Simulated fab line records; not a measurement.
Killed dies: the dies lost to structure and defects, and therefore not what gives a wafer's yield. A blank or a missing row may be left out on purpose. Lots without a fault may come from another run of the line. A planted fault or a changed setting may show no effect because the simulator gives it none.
Which tool did it?    flow berkeley-cmos170    21 wafers from 7 lots sampled at 2 of the route's 331 steps

WHAT EACH GAUGE READ, for each wafer
UCB170_CONTACT_CD_MEAS_90: target cd 700 nm.
lot   measured      on         cd-nm (nm)
L162  day 6 17:26   cd-sem-02  701.2 701.3 699.7
L164  day 7 09:46   cd-sem-01  699.4 699.8 700.8
L169  day 8 08:13   cd-sem-02  702.8 702.1 701.5
L176  day 9 20:26   cd-sem-01  699.5 701.0 699.2
L177  day 10 07:16  cd-sem-02  699.5 697.0 697.7
L181  day 10 21:29  cd-sem-01  697.5 697.7 697.5
L182  day 11 11:04  cd-sem-01  699.3 700.2 700.3

TOOL THAT RAN EACH LOT (tool first, then ch and the chambers of the sampled wafers, then the start)
lot   UCB170_CONTACT_HMDS_03
L162  litho-track-02 ch 0, day 6 14:21
L164  litho-track-03 ch 0, day 7 07:19
L169  litho-track-03 ch 0, day 8 05:50
L176  litho-track-03 ch 0, day 9 18:23
L177  litho-track-02 ch 0, day 10 04:34
L181  litho-track-03 ch 0, day 10 18:59
L182  litho-track-03 ch 0, day 11 08:46
- UCB170_CONTACT_HMDS_03: prime time 60 s.

THE ANSWER, worked out from the rows above alone
Rule: the usual values come from the lots themselves. Put in order of their means at a reading, lots are off if they are a third of the lots or fewer, leave a main group of 4 or more, and stand apart from it by a gap of 3 or more times the standard deviation of the main group's means; of several such gaps the widest counts. A main group whose means are all the same, to the digits that the tables above print for the reading, isn't used. Also off: a lot with no number at a reading for which 4 or more lots have one. The other lots that the step has rows for count as sound.
No lot is off at any reading shown: from this, nothing can be told.

WHAT HAD BEEN PUT IN BY THE SIMULATOR
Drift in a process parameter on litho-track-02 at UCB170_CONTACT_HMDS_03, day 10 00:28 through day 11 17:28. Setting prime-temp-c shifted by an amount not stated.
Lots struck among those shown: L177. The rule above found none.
